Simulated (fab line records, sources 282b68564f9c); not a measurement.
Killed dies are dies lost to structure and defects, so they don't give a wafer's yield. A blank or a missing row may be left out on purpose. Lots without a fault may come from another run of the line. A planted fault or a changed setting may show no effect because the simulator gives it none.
Which tool did it? | flow rit_cmos | 15 lots, 45 wafers sampled, at 2 steps of a route of 202

WHAT THE GAUGES READ, wafer by wafer
RIT_GATE_CD_MEAS_16: target cd 150 nm.
lot  | measured    | on        | cd_nm (nm)
L886 | day 2 21:38 | cd_sem-02 | 153.3 153.5 154.5
L887 | day 3 03:57 | cd_sem-02 | 149.6 149.9 149.9
L888 | day 3 08:27 | cd_sem-02 | 153.0 150.6 152.5
L889 | day 3 10:11 | cd_sem-02 | 150.6 148.3 148.9
L892 | day 4 09:44 | cd_sem-02 | 153.9 151.7 151.8
L893 | day 4 12:56 | cd_sem-02 | 151.2 154.6 153.7
L894 | day 4 13:10 | cd_sem-02 | 149.4 148.8 147.1
L896 | day 5 08:07 | cd_sem-02 | 147.2 151.2 150.9
L900 | day 6 09:04 | cd_sem-02 | 157.2 156.1 159.9
L901 | day 6 14:25 | cd_sem-02 | 149.9 149.8 146.9
L902 | day 6 19:37 | cd_sem-01 | 156.9 159.4 161.2
L904 | day 6 21:30 | cd_sem-02 | 159.4 159.8 160.1
L906 | day 7 09:52 | cd_sem-01 | 153.8 151.2 152.3
L905 | day 7 10:10 | cd_sem-02 | 149.8 148.6 149.6
L907 | day 7 11:28 | cd_sem-01 | 151.2 149.6 150.2

WHICH TOOL RAN EACH LOT (tool, then ch and the chambers of the sampled wafers, then the start)
lot  | RIT_GATE_COAT_11
L886 | litho_track-01 ch 0, day 2 20:50
L887 | litho_track-04 ch 0, day 3 03:12
L888 | litho_track-04 ch 0, day 3 07:29
L889 | litho_track-03 ch 0, day 3 09:16
L892 | litho_track-01 ch 0, day 4 08:42
L893 | litho_track-04 ch 0, day 4 12:12
L894 | litho_track-01 ch 0, day 4 12:13
L896 | litho_track-01 ch 0, day 5 07:25
L900 | litho_track-01 ch 0, day 6 08:23
L901 | litho_track-04 ch 0, day 6 13:35
L902 | litho_track-01 ch 0, day 6 16:44
L904 | litho_track-01 ch 0, day 6 20:48
L906 | litho_track-04 ch 0, day 7 09:02
L905 | litho_track-03 ch 0, day 7 09:09
L907 | litho_track-03 ch 0, day 7 10:41
- RIT_GATE_COAT_11: resist thk 850 nm.

WHAT THE TOOLS THEMSELVES READ (means of the sampled wafers that have a number; where no wafer has one, the mark that the record gives instead)
RIT_GATE_COAT_11.
lot  | tool           | spin_speed_rpm (rpm)
L886 | litho_track-01 | 4245
L887 | litho_track-04 | 4248
L888 | litho_track-04 | 4253
L889 | litho_track-03 | 4250
L892 | litho_track-01 | 4250
L893 | litho_track-04 | 4251
L894 | litho_track-01 | 4251
L896 | litho_track-01 | 4249
L900 | litho_track-01 | 3730
L901 | litho_track-04 | 4251
L902 | litho_track-01 | 3734
L904 | litho_track-01 | 3731
L906 | litho_track-04 | 4252
L905 | litho_track-03 | 4246
L907 | litho_track-03 | 4249

THE ANSWER, worked out from the rows above alone
Rule: what is usual is taken from the lots themselves. Put in order of their means at a reading, lots are off if they are a third of the lots or fewer, leave a main group of 4 or more, and stand apart from it by a gap of 3 or more times the standard deviation of the main group's means; of several such gaps the widest counts. A main group whose means are all the same, to the digits that the tables above print for the reading, isn't used. A lot without any number at a reading at which 4 lots or more have one is off too. The other lots that the step has rows for count as sound. The gauges are gone through in route order, then the tools' own readings, and for those a lot's mean is taken as printed above. The first step at which some lot is off is used, and at that step the reading that is off furthest; a lot without a number counts as furthest.
Off: L900, L902, L904, at RIT_GATE_COAT_11 (spin_speed_rpm). The main group: mean 4250 rpm, standard deviation 2.3.
A tool fits if, at that step or a process step before it, it ran every lot that is off, and no sound lot after the first of them. One fits: litho_track-01 at RIT_GATE_COAT_11. Its last sound lot is L896 (day 5 07:25), its first lot that is off L900 (day 6 08:23): a fault that began between those two fits.
The tool's own readings at RIT_GATE_COAT_11 bear it out: on the lots that are off they differ by more than 5 times the standard deviation of the sound lots' means. spin_speed_rpm reads 3732 rpm there against 4250 rpm on the sound lots.

WHAT THE SIMULATOR HAD PUT IN
Process parameter drift: litho_track-01, from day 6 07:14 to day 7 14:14, at RIT_GATE_COAT_11. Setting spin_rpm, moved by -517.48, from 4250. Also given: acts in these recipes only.
Lots struck among those shown: L900, L902, L904. The rule above found the same.
